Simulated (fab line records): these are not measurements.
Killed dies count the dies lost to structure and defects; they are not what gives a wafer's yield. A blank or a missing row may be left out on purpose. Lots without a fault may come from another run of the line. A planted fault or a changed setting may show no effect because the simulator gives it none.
Which tool did it?	flow ritCmos	42 wafers from 14 lots sampled at 2 of the route's 202 steps

## WHAT THE GAUGES READ, wafer by wafer
The record holds no reading of a measuring or inspecting step that can be judged against a usual standard deviation.

## EACH LOT AND THE TOOL THAT RAN IT (in order: tool; ch and the chambers of the sampled wafers; start)
lot	RIT_M1_STRIP_14	RIT_M1_PROBE_99
L320	plasmaAsher-04 ch 0,1, day 3 09:01	prober-01, day 3 11:00
L322	plasmaAsher-04 ch 0,1, day 4 03:08	prober-01, day 4 05:08
L324	plasmaAsher-04 ch 0,1, day 4 07:08	prober-01, day 4 09:03
L326	plasmaAsher-04 ch 0,1, day 4 21:43	prober-01, day 4 23:38
L329	plasmaAsher-04 ch 0, day 5 09:44	prober-02, day 5 11:38
L330	plasmaAsher-01 ch 0,1, day 5 13:35	prober-01, day 5 15:33
L331	plasmaAsher-01 ch 0,1, day 5 19:53	prober-02, day 5 21:53
L333	plasmaAsher-01 ch 0,1, day 6 07:08	prober-02, day 6 09:03
L334	plasmaAsher-02 ch 0,1, day 6 10:31	prober-01, day 6 12:25
L335	plasmaAsher-04 ch 0,1, day 6 15:23	prober-02, day 6 17:23
L338	plasmaAsher-01 ch 0,1, day 7 07:16	prober-01, day 7 09:14
L340	plasmaAsher-02 ch 0,1, day 7 15:07	prober-01, day 7 17:02
L341	plasmaAsher-01 ch 0,1, day 7 20:06	prober-02, day 7 22:01
L343	plasmaAsher-02 ch 0,1, day 8 09:17	prober-02, day 8 11:13
- RIT_M1_STRIP_14: strips in O2, time 180 s.
- RIT_M1_PROBE_99

## WHAT THE TOOLS THEMSELVES READ (means of the sampled wafers that have a number; where no wafer has one, the mark that the record gives instead)
RIT_M1_STRIP_14.
lot	tool	drypumpMotorCurrentA (A)	o2FlowSccm (sccm)	runLengthS (s)
L320	plasmaAsher-04	5.83	4010	207.8
L322	plasmaAsher-04	5.85	3999	207.8
L324	plasmaAsher-04	5.72	4006	207.7
L326	plasmaAsher-04	5.72	4001	208.0
L329	plasmaAsher-04	5.99	3977	208.2
L330	plasmaAsher-01	5.49	3999	208.3
L331	plasmaAsher-01	5.48	3998	208.2
L333	plasmaAsher-01	5.76	3995	208.3
L334	plasmaAsher-02	5.51	4004	208.6
L335	plasmaAsher-04	5.84	4002	208.0
L338	plasmaAsher-01	5.48	4001	137.9
L340	plasmaAsher-02	5.51	3993	208.6
L341	plasmaAsher-01	5.76	3989	172.9
L343	plasmaAsher-02	5.65	4007	208.9

RIT_M1_PROBE_99.
lot	tool	defectLimitedYield (%)	killedAtContacts	killedAtFrontEnd	killedDies	killedOpen	killedShort	sort_bin_3_pad_short (%)	sort_bin_5_function (%)	sort_bin_6_memory (%)	sortNPass	sortYieldPct (%)
L320	prober-01	97.2	0.0	7	7	3.3	4.0	0.1	1.4	1.3	257	97.2
L322	prober-01	97.3	0.3	7	7	4.3	2.7	0.1	1.4	1.2	257	97.3
L324	prober-01	98.0	0.0	5	5	2.3	3.0	0.1	1.4	0.5	259	98.0
L326	prober-01	96.4	0.3	9	10	4.0	5.7	0.0	2.4	1.3	254	96.4
L329	prober-02	96.6	0.0	9	9	4.0	5.0	0.3	2.2	1.0	255	96.6
L330	prober-01	97.0	0.0	8	8	5.0	3.0	0.0	1.5	1.5	256	97.0
L331	prober-02	96.6	0.0	9	9	5.3	3.7	0.1	1.6	1.6	255	96.6
L333	prober-02	96.5	0.0	9	9	3.3	6.0	0.1	2.0	1.4	255	96.5
L334	prober-01	97.3	0.0	7	7	2.7	4.3	0.1	1.2	1.3	257	97.3
L335	prober-02	98.4	0.0	4	4	2.3	2.0	0.0	0.9	0.8	260	98.4
L338	prober-01	97.2	0.0	7	7	4.0	3.3	0.4	1.3	1.1	257	97.2
L340	prober-01	98.1	0.0	5	5	3.0	2.0	0.0	1.0	0.9	259	98.1
L341	prober-02	96.7	0.3	8	9	2.7	6.0	0.4	2.2	0.8	255	96.7
L343	prober-02	96.3	0.0	10	10	4.7	5.0	0.0	1.8	1.9	254	96.3

## THE ANSWER, worked out from the rows above alone
Rule: what is usual is taken from the lots themselves. Put in order of their means at a reading, lots are off if they are a third of the lots or fewer, leave a main group of 4 or more, and stand apart from it by a gap of 3 or more times the standard deviation of the main group's means; of several such gaps the widest counts. If all means in a main group match to the digits the tables above print for the reading, that group is not used. A lot without any number at a reading at which 4 lots or more have one is off too. All remaining lots with rows at the step are treated as sound. Order of review: gauges by route order, followed by the tools' own readings, for which a lot's mean as printed above is used. The first step at which some lot is off is used, and at that step the reading that is off furthest; a lot without a number counts as furthest.
Off at RIT_M1_STRIP_14 (runLengthS): L338, L341. Mean 208.2 s and standard deviation 0.35 in the main group.
A tool fits if, at that step or a process step before it, it ran every lot that is off, and no sound lot after the first of them. One candidate fits, namely plasmaAsher-01 at RIT_M1_STRIP_14. Its last sound lot is L333 (day 6 07:08), its first lot that is off L338 (day 7 07:16): a fault that began between those two fits.
The tool's own readings at RIT_M1_STRIP_14 bear it out: on the lots that are off they differ by more than 5 times the standard deviation of the sound lots' means. runLengthS reads 155.4 s there against 208.2 s on the sound lots.

## WHAT HAD BEEN PUT IN BY THE SIMULATOR
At RIT_M1_STRIP_14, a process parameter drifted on plasmaAsher-01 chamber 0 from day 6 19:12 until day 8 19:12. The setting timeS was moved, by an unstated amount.
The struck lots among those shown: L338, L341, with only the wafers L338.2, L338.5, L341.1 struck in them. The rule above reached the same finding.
